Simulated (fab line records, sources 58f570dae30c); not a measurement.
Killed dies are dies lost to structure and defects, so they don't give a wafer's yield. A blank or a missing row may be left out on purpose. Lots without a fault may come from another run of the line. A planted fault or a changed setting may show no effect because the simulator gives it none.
fab line records | flow berkeley_cmos170
record lots=7 wafers=21 last_day=12
route steps=331 shown WELLDRIVE@58 ACTIVE@60
lots that met no fault: from a run of the same line without faults
start_h: hours from the record's first day to the start of the lot's first wafer shown | wait_h: hours since the lot's step before | " the same as in the row above | L1.1+2: a row that stands for several wafers | - no value, or no start given | * or withheld: withheld | < > ~ a bound
route shown NAME@n: a module of which the file shows steps, and the number in the route of the first | usual: mean/standard deviation of fault-free wafers | same: alike in all rows | chamber/n: place in a boat | sites: the reading at each site | _std_site: their standard deviation | _edge_site: outer sites' mean less inner sites' | radius_mm: how far each site lies from the wafer's centre | mask NAME#n: copy n | behind: the tool/chamber that last shaped the wafer | hold: why the lot was held/for how many hours/how that ended | device: the transistor (n, p or np) that didn't switch | end of line: the same wafers' tests at the end of the route | a step without rows: its recipe alone | killed: dies lost to structure and defects at the first sort, not the wafer's yield | map: a wafer's dies, x killed, . not, _ none there
set.NAME: the setting as run; set.NAME@STEP: as run at that earlier step | model.NAME: the simulator's own value behind a step, which no gauge read
lots at some steps of the route; a table a step, a row a wafer
services: from which hour (start_h, from the record's first day; less than 0 if before it) a tool's chamber was out of use, for how many hours, and why
## steps
# step UCB170_WELLDRIVE_ANNEAL_03
# recipe temp_c=1100 time_s=900 ambient=N2
# step UCB170_WELLDRIVE_WET_ETCH_04
# recipe chemistry=BOE dilution=5:1 target=SiO2 temp_c=25 time_s=120
# step UCB170_ACTIVE_CLEAN_00
# recipe chemistry=SPM temp_c=120 time_s=600
# step UCB170_ACTIVE_CLEAN_01
# recipe chemistry=dHF dilution=25:1 time_s=60
# step UCB170_ACTIVE_OXIDATION_02
# recipe temp_c=1000 ambient=O2 target_thk_a=264 ox_time_s=1260
# step UCB170_ACTIVE_THK_MEAS_03
# recipe reads=SiO2_of_ACTIVE_OXIDATION_02
# usual ACTIVE_OXIDE_THK=26.8/0.55
# columns lot.wafer tool chamber start_h wait_h ACTIVE_OXIDE_THK[nm]
L934.1 film_metro-03 - 86.73 0.0 26.8
L934.2 " - " " 26.6
L934.5 " - " " 26.9
L940.1 film_metro-04 - 121.42 0.0 26.7
L940.3 " - " " 26.8
L940.6 " - " " 26.7
L942.1 film_metro-04 - 135.93 0.0 27.3
L942.2 " - " " 27.3
L942.4 " - " " 27.7
L944.1 film_metro-03 - 137.28 0.0 27.1
L944.2 " - " " 27.3
L944.5 " - " " 27.2
L946.1 film_metro-02 - 137.28 0.0 28.3
L946.4 " - " " 28.0
L946.6 " - " " 27.9
L945.4 film_metro-03 - 149.94 0.0 27.3
L945.5 " - " " 27.6
L945.6 " - " " 27.1
L953.1 film_metro-03 - 181.41 0.0 26.8
L953.3 " - " " 26.5
L953.4 " - " " 26.9
# step UCB170_ACTIVE_ANNEAL_04
# recipe temp_c=1000 time_s=900 ambient=N2
# step UCB170_ACTIVE_CVD_05
# recipe material=Si3N4 target_thk_nm=220 temp_c=800 precursor=SiH2Cl2/NH3 time_s=3300 pressure_mtorr=200 sih2cl2_flow_sccm=25 nh3_flow_sccm=75
# step UCB170_ACTIVE_THK_MEAS_06
# recipe reads=Si3N4_of_ACTIVE_CVD_05
# usual ACTIVE_NITRIDE_THK=219.5/1.8
# columns lot.wafer tool chamber start_h wait_h ACTIVE_NITRIDE_THK[nm]
L934.1 film_metro-02 - 93.79 0.0 217.4
L934.2 " - " " 216.8
L934.5 " - " " 216.5
L940.1 film_metro-03 - 129.52 0.0 218.9
L940.3 " - " " 219.0
L940.6 " - " " 220.4
L942.1 film_metro-03 - 140.33 0.0 220.8
L942.2 " - " " 219.9
L942.4 " - " " 219.0
L944.1 film_metro-04 - 144.03 0.0 217.8
L944.2 " - " " 218.8
L944.5 " - " " 217.4
L946.1 film_metro-03 - 144.03 0.0 218.6
L946.4 " - " " 219.6
L946.6 " - " " 217.5
L945.4 film_metro-03 - 155.79 0.0 222.2
L945.5 " - " " 220.9
L945.6 " - " " 220.9
L953.1 film_metro-04 - 189.38 0.0 220.5
L953.3 " - " " 221.1
L953.4 " - " " 220.9
# step UCB170_ACTIVE_HMDS_07
# recipe prime_time_s=60 prime_temp_c=100
# step UCB170_ACTIVE_COAT_08
# recipe resist=KrF spin_rpm=1500 resist_thk_nm=900
# step UCB170_ACTIVE_SOFTBAKE_09
# recipe resist=KrF temp_c=130 time_s=60
# step UCB170_ACTIVE_EXPOSE_10
# recipe mask_id=ACTIVE target_cd_nm=1200 na=0.5 sigma_outer=0.6 source_shape=conventional dose_mj=20
# usual exposure_dose_mJ_cm2=19.984/0.02 focus_offset_nm=0.0/0.59 reticle_temp_C=23.00/0.1
# columns lot.wafer tool chamber start_h wait_h mask exposure_dose_mJ_cm2 focus_offset_nm reticle_temp_C
L934.1 krf_scanner-02 0 94.59 - ACTIVE#0 19.979 -0.3 23.03
L934.2 " 0 " " ACTIVE#0 19.959 -0.2 22.99
L934.5 " 0 " " ACTIVE#0 19.969 -0.6 22.95
L940.1 krf_scanner-02 0 130.21 0.2 ACTIVE#0 19.987 0.3 23.06
L940.3 " 0 " " ACTIVE#0 19.995 -1.2 22.85
L940.6 " 0 " " ACTIVE#0 20.007 0.8 23.18
L942.1 krf_scanner-01 0 140.84 0.1 ACTIVE#0 19.957 -0.3 23.07
L942.2 " 0 " " ACTIVE#0 20.005 0.5 22.91
L942.4 " 0 " " ACTIVE#0 19.992 0.9 23.04
L944.1 krf_scanner-01 - 144.78 0.1 ACTIVE#0 - - -
L944.2 " - " " ACTIVE#0 - - -
L944.5 " - " " ACTIVE#0 - - -
L946.1 krf_scanner-02 - 145.15 0.2 ACTIVE#0 - - -
L946.4 " - " " ACTIVE#0 - - -
L946.6 " - " " ACTIVE#0 - - -
L945.4 krf_scanner-02 - 156.33 0.1 ACTIVE#0 - - -
L945.5 " - " " ACTIVE#0 - - -
L945.6 " - " " ACTIVE#0 - - -
L953.1 krf_scanner-01 0 190.02 0.2 ACTIVE#0 19.990 0.9 22.86
L953.3 " 0 " " ACTIVE#0 19.975 -0.3 23.08
L953.4 " 0 " " ACTIVE#0 19.947 -0.1 22.94
# step UCB170_ACTIVE_PEB_11
# recipe peb_temp_c=130 peb_time_s=withheld resist=KrF
## services
# columns tool chamber start_h hours kind
krf_scanner-02 0 117.90 - calibration
krf_scanner-01 - 125.07 0.8 pm
krf_scanner-02 - 130.34 1.3 pm
krf_scanner-01 - 138.25 0.8 pm
krf_scanner-01 - 174.03 1.3 pm
krf_scanner-02 - 175.86 1.0 pm
krf_scanner-01 - 183.01 1.0 pm
## key
first_sign step=UCB170_ACTIVE_EXPOSE_10 reading=tool_record direction=missing
effect none on later readings
met_at UCB170_ACTIVE_EXPOSE_10
struck_wafers L944.1,L944.2,L944.5,L945.4,L945.5,L945.6,L946.1,L946.4,L946.6
later_rows_left_out L944.1,L944.2,L944.5,L945.4,L945.5,L945.6,L946.1,L946.4,L946.6
sort_left_out L944.1,L944.2,L944.5,L945.4,L945.5,L945.6,L946.1,L946.4,L946.6
tester_left_out L944,L945,L946
onset_between 140.84 144.78
fault kind=skipped_step_whole tool=krf_scanner-01,krf_scanner-02 chamber=- onset_h=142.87 steps=UCB170_ACTIVE_EXPOSE_10 scope=struck_lots_only
# tester_left_out: of these lots the tester's yield and bins aren't shown, on N5 and GAA mostly nor the transistor test; their killed dies are dies lost to structure and defects alone, not to doping, threshold or leakage, so they don't give the yield
# sort_left_out: the simulated sort isn't trusted on such a fault, so these wafers' sort isn't shown, and their yield isn't known
# later_rows_left_out: the simulator's readings of these wafers behind a module that went badly wrong aren't trusted and aren't shown, but for the sort
